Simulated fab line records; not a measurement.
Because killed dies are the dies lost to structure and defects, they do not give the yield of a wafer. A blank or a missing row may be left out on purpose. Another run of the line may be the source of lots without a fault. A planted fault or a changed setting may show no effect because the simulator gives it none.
A lot that was struck, set against a sound lot ; flow rit-cmos ; 35 out of 202 route steps
Sound: wafers L436.2, L436.5, L436.6. The struck wafers were L428.1, L428.5, L428.6. The cause comes at the end.
Each step with rows lists, per side, the tool, then ch with its chambers, then its first start. Under that, the readings that differ: sound wafers ; struck wafers ; difference of the means ; sigmas: that difference in standard deviations of wafers without a fault.
alike: same words and numbers on both sides, and readings whose means sit less than 2 such deviations apart. not compared: any withheld reading, any reading some wafer has no value for, any bound like >300 that may hide the same value, and any number with overlapping values for which the record gives no deviation.
A row with sigmas, a row that says differs or no value, or rows on one side alone: a step with any of these is where the two part. Non-overlapping numbers with no deviation appear without sigmas and do not part them. A reading missing from all wafers of one side parts the sides only when that side holds two or more wafers.

first, 4 steps without rows for these wafers: RIT_ACTIVE_CLEAN_15 (cleans in SC1, time 600 s); RIT_ACTIVE_CLEAN_16 (cleans in dHF, time 30 s); RIT_ACTIVE_CLEAN_17 (cleans in SC2, time 600 s); RIT_FOX1_OXIDATION_00 (target thk 350.7 nm, ox time 1130 s).
RIT_FOX1_THK_MEAS_01:
  sound on film-metro-01 at day 5 03:16; struck on film-metro-01 at day 3 10:34
  alike: FOX1_OXIDE_THK
then, 2 steps without rows for these wafers: RIT_FOX1_WET_ETCH_02 (etches SiO2 in BOE, target depth 350 nm, time 390 s); RIT_FOX2_OXIDATION_00 (target thk 350.7 nm, ox time 1130 s).
RIT_FOX2_THK_MEAS_01:
  sound on film-metro-02 at day 5 05:52; struck on film-metro-03 at day 3 13:29
  alike: FOX2_OXIDE_THK
then, 2 steps without rows for these wafers: RIT_FOX2_CLEAN_02 (cleans in dHF, time 180 s); RIT_FOX2_WET_ETCH_03 (etches Si3N4 in H3PO4, target depth 195 nm, time 2700 s).
RIT_FOX2_THK_MEAS_90:
  sound on film-metro-01 at day 5 06:49; struck on film-metro-01 at day 3 14:26
  alike: FIELD_OXIDE_LEFT_1_THK
then, 1 step without rows for these wafers: RIT_NWELL_HMDS_00 (prime time 60 s).
RIT_NWELL_COAT_01: resist thk 1300 nm.
  struck on litho-track-01, day 3 14:39; sound on litho-track-02 ch 0, day 5 07:03
  no value came back on the struck wafers for chill-plate-temp-C (C), dispense-pressure-kPa (kPa); on the sound wafers chill-plate-temp-C (C) reads 22.96 22.92 22.89
then, 4 steps without rows for these wafers: RIT_NWELL_SOFTBAKE_02 (time 60 s); RIT_NWELL_EXPOSE_03 (exposes mask M2, target cd 43900 nm); RIT_NWELL_PEB_04; RIT_NWELL_DEVELOP_05 (develop time 68 s).
RIT_NWELL_OVL_MEAS_06:
  sound on overlay-02 at day 5 07:58; struck on overlay-01 at day 3 15:23
reading;sound;struck;difference;sigmas
NWELL_OVL (nm);0.9 -0.5 -1.7;- - -;no value on the struck wafers;
then, 2 steps without rows for these wafers: RIT_NWELL_HARDBAKE_07 (time 120 s); RIT_NWELL_IMPLANT_08.
RIT_NWELL_STRIP_09: strips in O2, time 180 s.
  sound on plasma-asher-01 ch 0,1, day 5 08:23; struck on plasma-asher-02 ch 0,1, day 3 15:49
  alike: drypump-motor-current-A
  not compared: rf-hours-counter-h
RIT_NWELL_TW_MEAS_10:
  sound on film-metro-02 at day 5 08:35; struck on film-metro-02 at day 3 15:59
  alike: NWELL_TW
then, 6 steps without rows for these wafers: RIT_PWELL_HMDS_00 (prime time 60 s); RIT_PWELL_COAT_01 (resist thk 1300 nm); RIT_PWELL_SOFTBAKE_02 (time 60 s); RIT_PWELL_EXPOSE_03 (exposes mask M3, target cd 43700 nm); RIT_PWELL_PEB_04; RIT_PWELL_DEVELOP_05 (develop time 68 s).
RIT_PWELL_OVL_MEAS_06:
  sound on overlay-02 at day 5 09:40; struck on overlay-02 at day 3 17:07
  alike: PWELL_OVL
then, 2 steps without rows for these wafers: RIT_PWELL_HARDBAKE_07 (time 120 s); RIT_PWELL_IMPLANT_08.
RIT_PWELL_STRIP_09: strips in O2, time 180 s.
  sound on plasma-asher-01 ch 0,1, day 5 10:06; struck on plasma-asher-03 ch 0,1, day 3 17:33
  alike: drypump-motor-current-A
  not compared: rf-hours-counter-h
RIT_PWELL_TW_MEAS_10:
  sound on film-metro-04 at day 5 10:17; struck on film-metro-04 at day 3 17:43
reading;sound;struck;difference;sigmas
PWELL_TW;949 949 949;2194 2197 2187;+1244;+99 or more
then, 1 step without rows for these wafers: RIT_WELLDRIVE_ANNEAL_00 (time 14700 s).
RIT_M1_PROBE_99:
  sound on prober-01 at day 6 21:41; struck on prober-01 at day 5 07:39
reading;sound;struck;difference;sigmas
killed_at_M0_to_M3;0 0 0;1 0 0;+0;+3
killed-at-front-end;7 6 6;263 264 264;+257;+89
killed-dies;7 6 7;264 264 264;+257;+89
killed-on-rim;1 0 2;70 70 70;+69;+49
  alike: killed-at-contacts, killed-open, killed-short

WHERE THEY PART
Last at RIT_M1_PROBE_99 as far as this record goes, first at RIT_NWELL_COAT_01.

WHY: the cause the simulator had injected
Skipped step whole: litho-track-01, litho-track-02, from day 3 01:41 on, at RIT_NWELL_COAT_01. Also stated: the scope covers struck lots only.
